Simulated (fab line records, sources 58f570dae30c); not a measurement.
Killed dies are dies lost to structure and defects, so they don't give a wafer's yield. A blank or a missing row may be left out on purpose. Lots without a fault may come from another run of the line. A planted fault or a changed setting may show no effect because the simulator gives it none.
Split-lot experiment | flow berkeley_cmos170 | 5 lots, 23 wafers read, on a route of 331 steps

THE SPLIT
At UCB170_PFIELD_IMPLANT_07, the setting dose_cm2 was moved away from the recipe's 2e+13 on 10 of the 23 wafers read, by -5.6% to +6.0%. The other wafers ran this setting at the recipe's value.

FROM THE SPLIT TO THE READING: what the file shows between them, 1 step
- UCB170_PFIELD_STRIP_08: strips in O2

THE READING
PFIELD_TW, at UCB170_PFIELD_TW_MEAS_09. Fault-free wafers of this fab line usually give 605, standard deviation 5.5.

wafer  | tool, chamber at the split | dose_cm2 as run | against the recipe | PFIELD_TW | against lot-mates on the recipe
L074.1 | implanter-03, 0            | 2e+13           | recipe             | 601       | -
L074.2 | implanter-03, 0            | 2e+13           | recipe             | 601       | -
L074.3 | implanter-03, 0            | 2.121e+13       | +6.0%              | 611       | +10
L074.4 | implanter-03, 0            | 2.121e+13       | +6.0%              | 614       | +13
L074.6 | implanter-03, 0            | 2.121e+13       | +6.0%              | 614       | +13
L078.1 | implanter-03, 0            | 1.888e+13       | -5.6%              | 588       | -16
L078.2 | implanter-03, 0            | 2e+13           | recipe             | 602       | -
L078.3 | implanter-03, 0            | 2e+13           | recipe             | 604       | -
L078.4 | implanter-03, 0            | 1.888e+13       | -5.6%              | 591       | -13
L078.6 | implanter-03, 0            | 2e+13           | recipe             | 605       | -
L079.2 | implanter-02, 0            | 2e+13           | recipe             | 613       | -
L079.3 | implanter-02, 0            | 2e+13           | recipe             | 611       | -
L079.4 | implanter-02, 0            | 1.89e+13        | -5.5%              | 599       | -13
L079.5 | implanter-02, 0            | 1.89e+13        | -5.5%              | 602       | -10
L079.6 | implanter-02, 0            | 2e+13           | recipe             | 611       | -
L083.1 | implanter-04, 0            | 2e+13           | recipe             | 598       | -
L083.3 | implanter-04, 0            | 2.092e+13       | +4.6%              | 610       | +12
L083.4 | implanter-04, 0            | 2e+13           | recipe             | 598       | -
L083.5 | implanter-04, 0            | 2.092e+13       | +4.6%              | 609       | +11
L083.6 | implanter-04, 0            | 2.092e+13       | +4.6%              | 605       | +7
L084.2 | implanter-03, 0            | 2e+13           | recipe             | 598       | -
L084.4 | implanter-03, 0            | 2e+13           | recipe             | 601       | -
L084.5 | implanter-03, 0            | 2e+13           | recipe             | 600       | -

THE FIT
A straight line over all 23 wafers: PFIELD_TW changes by +1.44 for each +1% of dose_cm2; r = +0.74; the points scatter about the line by 4.8.
The same after taking each lot's own level away (the mean of its wafers on the recipe; 23 wafers): +2.16 for each +1%; r = +0.98; scatter 1.6.
On that fit, the largest move of dose_cm2 shifts the reading by 13.
The lots' own levels span 598.0 to 611.7, that is 2.5 times the standard deviation above.
So the lot-to-lot level blurs the effect unless lot-mates are compared.
Check: with one of the wafers moved furthest among these (+6.0%) left out of the fit, the line predicts +13.3 for it against its lot-mates. It came out at +10 against them.

OTHER SPLITS ON THESE WAFERS
These wafers also went through other splits before the reading. Each is held against what the fit with the lots' levels taken away leaves over:
other split on the same wafers     | wafers away from the commonest value | r with PFIELD_TW (lot level and that fit taken away)
UCB170_START_OXIDATION_02 temp_c   | 18                                   | -0.16
UCB170_NWELL_IMPLANT_14 energy_kev | 8                                    | -0.24
UCB170_PWELL_IMPLANT_15 energy_kev | 6                                    | -0.32

THE FILE'S OWN FIT
PFIELD_TW changes by +2.17 for each +1% of dose_cm2, r = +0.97.
